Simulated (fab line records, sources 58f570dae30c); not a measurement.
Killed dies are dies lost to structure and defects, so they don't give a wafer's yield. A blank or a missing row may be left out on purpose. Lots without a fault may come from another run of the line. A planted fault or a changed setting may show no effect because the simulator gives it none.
One fault seen from 2 desks | flow berkeley_cmos170 | each desk has only its own numbers; what lay behind them comes last

THE METROLOGY DESK
What the gauges read, lot by lot, whatever tool the lot ran on: means of the sampled wafers that have a number. A lot is out of limits, marked OUT, if its mean lies more than 4 standard deviations from the usual mean; the brackets give that distance.
Columns: A = cd_nm at UCB170_V1_CD_MEAS_12, usual 700.7 nm; B = V1_OVL at UCB170_V1_OVL_MEAS_13, usual 0 nm; C = cd_nm at UCB170_V1_CD_MEAS_90, usual 700.6 nm; D = M2_AL_RS at UCB170_M2_RS_MEAS_02, usual 0.0321 ohm/sq; E = M2_AL_THK at UCB170_M2_THK_MEAS_03, usual 883 nm
lot  | first seen here | A     | B  | C     | D      | E
L894 | day 8 22:40     | 699.6 | 7  | 699.1 | 0.0321 | 882
L902 | day 11 07:26    | 699.4 | -2 | 699.0 | 0.0324 | 879
L901 | day 11 09:42    | 697.9 | -3 | 697.6 | 0.0323 | 882
L907 | day 12 05:29    | 701.8 | -3 | 701.9 | 0.0323 | 874
L911 | day 12 23:47    | 700.6 | 5  | 700.3 | 0.0320 | 885
L912 | day 13 07:42    | 700.7 | 1  | 699.4 | 0.0315 | 898
This desk's finding: nothing out of limits on any of the 6 lots.

THE TOOL OWNER'S DESK: plasma_asher-03
The tool's own readings at UCB170_M2_STRIP_07 (strips in O2): means of the sampled wafers that have a number, for each lot that ran on this tool. A lot is out of limits, marked OUT, if its mean lies more than 4 standard deviations from the usual mean; the brackets give that distance.
Columns: A = chamber_pressure_mTorr at UCB170_M2_STRIP_07, usual 3500 mTorr; B = drypump_motor_current_A at UCB170_M2_STRIP_07, usual 5.6 A; C = o2_flow_sccm at UCB170_M2_STRIP_07, usual 400.0 sccm; D = oes_product_au at UCB170_M2_STRIP_07, usual 0.735 a.u.; E = strip_time_to_endpoint_s at UCB170_M2_STRIP_07, usual 21.99 s
lot  | first seen here | A    | B   | C               | D     | E
L894 | day 9 00:00     | 3503 | 5.4 | 398.9           | 0.735 | 21.85
L902 | day 11 08:46    | 3496 | 5.8 | 479.7 (+44) OUT | 0.751 | 21.51 (-7.0) OUT
L901 | day 11 11:28    | 3498 | 5.8 | 480.6 (+45) OUT | 0.746 | 21.57 (-6.2) OUT
This desk's finding: out of limits on L901, L902; first on L902, day 11 08:46 (o2_flow_sccm at UCB170_M2_STRIP_07). In limits: L894.

PUT TOGETHER
The tool owner's desk could have raised an alarm at day 11 08:46, on L901, L902.
The metrology desk saw nothing out of limits.
The metrology desk has L901, L902 on record, within its limits.
Of the lots named, all ran UCB170_M2_STRIP_07 on plasma_asher-03.

WHAT THE SIMULATOR HAD PUT IN
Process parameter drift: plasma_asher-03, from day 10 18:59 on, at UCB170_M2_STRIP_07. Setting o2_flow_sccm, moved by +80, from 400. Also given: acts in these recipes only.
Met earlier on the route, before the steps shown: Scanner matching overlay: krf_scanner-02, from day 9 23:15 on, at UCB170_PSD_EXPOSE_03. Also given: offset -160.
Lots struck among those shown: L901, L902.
Hours from the fault's start to each desk's first reading out of limits: the tool owner's desk, 14.
